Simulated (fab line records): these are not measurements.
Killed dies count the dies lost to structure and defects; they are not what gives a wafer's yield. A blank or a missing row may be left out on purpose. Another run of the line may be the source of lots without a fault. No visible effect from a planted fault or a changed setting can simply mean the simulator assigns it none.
The tool behind it: which one? | flow berkeley cmos170 | 39 wafers sampled from 13 lots at 1 step of a route of 331

WHAT THE GAUGES SHOWED, per wafer
UCB170_START_THK_MEAS_03. Usual: START_OXIDE_THK typically reads 20.3 nm, with standard deviation 0.37.
lot  | measured    | on            | START_OXIDE_THK (nm) | flag
L293 | day 1 13:00 | film metro-03 | 19.9 20.0 19.7       |
L298 | day 2 13:04 | film metro-03 | 20.2 20.0 19.9       |
L297 | day 2 13:04 | film metro-02 | 20.3 20.4 20.6       |
L299 | day 2 21:23 | film metro-02 | 20.5 20.5 20.4       |
L300 | day 3 01:18 | film metro-02 | 20.7 20.8 20.8       |
L305 | day 4 03:02 | film metro-02 | 19.8 20.3 20.1       |
L308 | day 4 14:47 | film metro-03 | 20.0 20.0 19.8       |
L310 | day 5 07:02 | film metro-04 | 20.0 19.7 20.0       |
L311 | day 5 07:02 | film metro-02 | 20.0 19.9 20.1       |
L312 | day 5 16:29 | film metro-02 | 19.9 20.3 20.0       |
L313 | day 5 16:29 | film metro-04 | 20.3 20.3 19.9       |
L314 | day 5 23:44 | film metro-02 | 20.7 20.6 20.5       |
L315 | day 6 08:34 | film metro-04 | 20.0 20.1 20.1       |

WHAT TOOL EACH LOT RAN ON (gives the tool, then ch and the chambers of the sampled wafers, and finally the start)
The record holds no process step before these readings.

AS READ BY THE TOOLS THEMSELVES (means over the sampled wafers that have a number; for cases with no such wafer, the mark the record gives instead)
The record holds no such reading with a usual standard deviation.

THE ANSWER, worked out from the rows above alone
Rule: take the mean of a lot's wafers that have a number; if it is more than 3 standard deviations from the usual mean, the lot is off. A lot without any number at a reading at which 4 lots or more have one is off too. The other lots that the step has rows for count as sound. After the gauges, taken in route order, come the tools' own readings; for these a lot's mean is taken, as printed above. At the first step where some lot is off, the reading lying furthest off is the one used; lots without a number count as furthest.
No lot is off on any of the readings shown, so nothing can be concluded from this.

WHAT HAD BEEN PUT IN BY THE SIMULATOR
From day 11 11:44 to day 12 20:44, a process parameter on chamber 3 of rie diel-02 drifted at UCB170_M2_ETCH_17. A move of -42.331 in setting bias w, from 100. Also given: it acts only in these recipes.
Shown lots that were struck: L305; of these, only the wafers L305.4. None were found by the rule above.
